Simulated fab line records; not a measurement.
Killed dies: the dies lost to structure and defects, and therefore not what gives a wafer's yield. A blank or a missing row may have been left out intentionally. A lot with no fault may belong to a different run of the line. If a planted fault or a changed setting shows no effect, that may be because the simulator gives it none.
fab line records | flow ritCmos
record: lots: 15 | wafers: 45 | lastDay: 8
route steps=202 shown SILICIDE@166 M1@202
lots that met no fault: from a run of the same line without faults
startH: start of the lot's first displayed wafer, in hours after the record's first day | waitH: time in hours since the lot's previous step | " as in the row above | L1.1+2: one row covering several wafers at once | - no value, or no start given | * or withheld: withheld | < > ~ a bound
route shown NAME@n: NAME is a module with steps in the file, n the number in the route of the first one | usual: the fault-free wafers' mean and standard deviation | same: alike in all rows | chamber/n: place in a boat | sites: each site's reading | _std_site: the standard deviation of these | _edge_site: outer sites' mean less inner sites' | radiusMm: for every site, how far away it sits from the centre of the wafer | mask NAME#n: copy n | behind: tool/chamber where the wafer was last shaped | hold: why the lot was held/for how many hours/how that ended | device: transistor that didn't switch, given as n, p or np | end of line: tests of these same wafers at the route's end | a step given without rows: its recipe and nothing more | killed: the dies lost at the first sort to structure and to defects; this is not the yield of the wafer | map: per-die view of a wafer (x killed, . not killed, _ where there is no die)
set.NAME: the setting that was run; set.NAME@STEP: the one run at that earlier step | model.NAME: the simulator's own value behind a step, which no gauge read
steps of the route over a sample of lots; a table a step, a row a wafer
== steps ==
step: RIT_SILICIDE_WET_ETCH_05
recipe: chemistry: SPM | target: Ti | tempC: 90 | timeS: 120 | dry: n2Spin
usual: bathGuardTempC: 90.22/0.29 | bathHeatDutyPct: 13.8/1.2 | timeS: 120/0
lot.wafer | tool        | chamber | startH | waitH | bathGuardTempC | bathHeatDutyPct | timeS
L113.3    | wetBench-01 | 3       | 61.64  | 0.1   | 90.05          | 12.1            | 120
L113.5    | "           | 3       | "      | "     | 89.88          | 12.6            | 120
L113.6    | "           | 3       | "      | "     | 89.75          | 12.6            | 120
L115.1    | wetBench-01 | 2       | 71.02  | 0.1   | 90.36          | 12.5            | 120
L115.2    | "           | 2       | "      | "     | 90.26          | 13.3            | 120
L115.5    | "           | 2       | "      | "     | 90.01          | 12.7            | 120
L116.3    | wetBench-04 | 1       | 73.74  | 0.0   | 90.44          | 15.3            | 120
L116.4    | "           | 1       | "      | "     | 90.52          | 15.5            | 120
L116.6    | "           | 1       | "      | "     | 90.68          | 14.1            | 120
L118.3    | wetBench-04 | 2       | 91.06  | 0.0   | 90.20          | 15.0            | 120
L118.5    | "           | 2       | "      | "     | 90.28          | 14.7            | 120
L118.6    | "           | 2       | "      | "     | 90.40          | 16.0            | 120
L119.1    | wetBench-01 | 1       | 99.04  | 0.1   | 90.43          | 12.2            | 120
L119.2    | "           | 1       | "      | "     | 89.93          | 12.8            | 120
L119.6    | "           | 1       | "      | "     | 90.18          | 13.4            | 120
L120.1    | wetBench-03 | 2       | 99.28  | 0.1   | 89.94          | 12.2            | 120
L120.3    | "           | 2       | "      | "     | 89.98          | 13.5            | 120
L120.5    | "           | 2       | "      | "     | 90.09          | 13.4            | 120
L124.2    | wetBench-04 | 3       | 128.65 | 0.0   | -              | -               | -
L124.3    | "           | 3       | "      | "     | -              | -               | -
L124.4    | "           | 3       | "      | "     | -              | -               | -
L125.1    | wetBench-04 | 0       | 135.10 | 0.1   | -              | -               | -
L125.3    | "           | 0       | "      | "     | -              | -               | -
L125.5    | "           | 0       | "      | "     | -              | -               | -
L126.1    | wetBench-03 | 2       | 144.49 | 0.1   | -              | -               | -
L126.3    | "           | 2       | "      | "     | -              | -               | -
L126.6    | "           | 2       | "      | "     | -              | -               | -
L128.1    | wetBench-04 | 2       | 150.10 | 0.1   | 90.32          | 15.4            | 120
L128.3    | "           | 2       | "      | "     | 89.81          | 16.0            | 120
L128.5    | "           | 2       | "      | "     | 90.27          | 15.2            | 120
L133.1    | wetBench-04 | 0       | 168.18 | 0.1   | 90.29          | 13.3            | 120
L133.5    | "           | 0       | "      | "     | 90.27          | 13.9            | 120
L133.6    | "           | 0       | "      | "     | 90.31          | 13.7            | 120
L132.2    | wetBench-03 | 0       | 170.68 | 0.0   | 89.88          | 16.8            | 120
L132.4    | "           | 0       | "      | "     | 89.90          | 15.2            | 120
L132.5    | "           | 0       | "      | "     | 90.27          | 14.4            | 120
L134.2    | wetBench-04 | 1       | 171.08 | 0.0   | 90.88          | 13.7            | 120
L134.3    | "           | 1       | "      | "     | 90.48          | 13.3            | 120
L134.4    | "           | 1       | "      | "     | 90.40          | 14.4            | 120
L135.1    | wetBench-01 | 0       | 172.67 | 0.1   | 90.72          | 13.7            | 120
L135.2    | "           | 0       | "      | "     | 90.29          | 13.9            | 120
L135.3    | "           | 0       | "      | "     | 90.04          | 13.5            | 120
L136.3    | wetBench-01 | 2       | 175.41 | 0.0   | 90.44          | 12.9            | 120
L136.4    | "           | 2       | "      | "     | 90.32          | 12.6            | 120
L136.6    | "           | 2       | "      | "     | 90.24          | 12.8            | 120
step: RIT_M1_PROBE_99
usual: killedAtContacts: 0.1/0.28 | killedAtFrontEnd: 7.1/2.8 | killedDies: 7.1/2.9 | killedOnRim: 1.9/1.5 | killedOpen: 3.4/2 | killedShort: 3.6/2.1
same: grossDies: 264 | killed_at_M0_to_M3: 0 | killed_at_M4_up: 0 | killedAtBackSide: 0 | killedAtOther: 0
lot.wafer | tool      | chamber | startH | waitH | killedAtContacts | killedAtFrontEnd | killedDies | killedOnRim | killedOpen | killedShort
L124.2    | prober-01 | -       | 135.24 | 0.1   | 0                | 264              | 264        | 70          | 3          | 6
L124.3    | prober-01 | -       | 135.29 | 0.2   | 0                | 264              | 264        | 70          | 6          | 2
L124.4    | prober-01 | -       | 135.34 | 0.2   | 0                | 264              | 264        | 70          | 3          | 3
L125.1    | prober-02 | -       | 141.64 | 0.1   | 0                | 264              | 264        | 70          | 4          | 2
L125.3    | prober-02 | -       | 141.74 | 0.2   | 0                | 264              | 264        | 70          | 6          | 7
L125.5    | prober-02 | -       | 141.84 | 0.2   | 0                | 264              | 264        | 70          | 2          | 6
L126.1    | prober-01 | -       | 151.15 | 0.1   | 0                | 264              | 264        | 70          | 4          | 2
L126.3    | prober-01 | -       | 151.25 | 0.2   | 0                | 264              | 264        | 70          | 4          | 3
L126.6    | prober-01 | -       | 151.40 | 0.2   | 0                | 264              | 264        | 70          | 6          | 2
killed by level:class
L124.2 SILICIDE:areaEtch=255 SPACER:geometricParticle:short=3 SILICIDE:geometricParticle:open=2 FOX1:geometricParticle:short=1 REOX:geometricParticle:short=1 REOX:geometricParticle:open=1 SILICIDE:geometricParticle:short=1
L124.3 SILICIDE:areaEtch=256 SPACER:geometricParticle:open=4 FOX1:geometricParticle:open=2 FOX1:geometricParticle:short=1 SPACER:geometricParticle:short=1
L124.4 SILICIDE:areaEtch=258 REOX:geometricParticle:open=2 GATE:geometricParticle:short=1 GATE:geometricParticle:open=1 REOX:geometricParticle:short=1 SPACER:geometricParticle:short=1
L125.1 SILICIDE:areaEtch=258 GATE:geometricParticle:open=3 FOX1:geometricParticle:short=2 SPACER:geometricParticle:open=1
L125.3 SILICIDE:areaEtch=251 FOX1:geometricParticle:short=3 GATE:geometricParticle:open=3 GATE:geometricParticle:short=2 REOX:geometricParticle:open=2 FOX1:geometricParticle:open=1 REOX:geometricParticle:short=1 SILICIDE:geometricParticle:short=1
L125.5 SILICIDE:areaEtch=256 FOX1:geometricParticle:short=4 REOX:geometricParticle:short=2 GATE:geometricParticle:open=1 SPACER:geometricParticle:open=1
L126.1 SILICIDE:areaEtch=258 REOX:geometricParticle:open=2 FOX1:geometricParticle:open=1 FOX2:geometricParticle:open=1 REOX:geometricParticle:short=1 SPACER:geometricParticle:short=1
L126.3 SILICIDE:areaEtch=257 REOX:geometricParticle:open=2 FOX1:geometricParticle:open=1 FOX2:geometricParticle:open=1 GATE:geometricParticle:short=1 REOX:geometricParticle:short=1 SPACER:geometricParticle:short=1
L126.6 SILICIDE:areaEtch=256 FOX1:geometricParticle:open=2 GATE:geometricParticle:open=2 REOX:geometricParticle:short=2 SPACER:geometricParticle:open=1 SILICIDE:geometricParticle:open=1
== key ==
firstSign: step: RIT_SILICIDE_WET_ETCH_05 | reading: toolRecord | direction: missing
effect: step: RIT_M1_PROBE_99 | reading: killedAtFrontEnd | direction: up | sigmas: 91 | usual: 7.1 | struck: 264
moreKillsBornAt: RIT_SILICIDE_WET_ETCH_05@wetBench-04: 1534 | RIT_SILICIDE_WET_ETCH_05@wetBench-03: 771
metAt RIT_SILICIDE_WET_ETCH_05
struckLots L124,L125,L126
laterRowsLeftOut L124.2,L124.3,L124.4,L125.1,L125.3,L125.5,L126.1,L126.3,L126.6
testerLeftOut L124,L125,L126
onsetBetween 99.28 128.65
fault: kind: skippedStepWhole | tool: wetBench-03,wetBench-04 | chamber: - | onsetH: 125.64 | steps: RIT_SILICIDE_WET_ETCH_05 | scope: struckLotsOnly
testerLeftOut: of these lots the tester's yield and bins aren't shown, on N5 and GAA mostly nor the transistor test; their killed dies are dies lost to structure and defects alone, not to doping, threshold or leakage, so they don't give the yield
laterRowsLeftOut: the simulator's readings of these wafers behind a module that went badly wrong aren't trusted and aren't shown, but for the sort
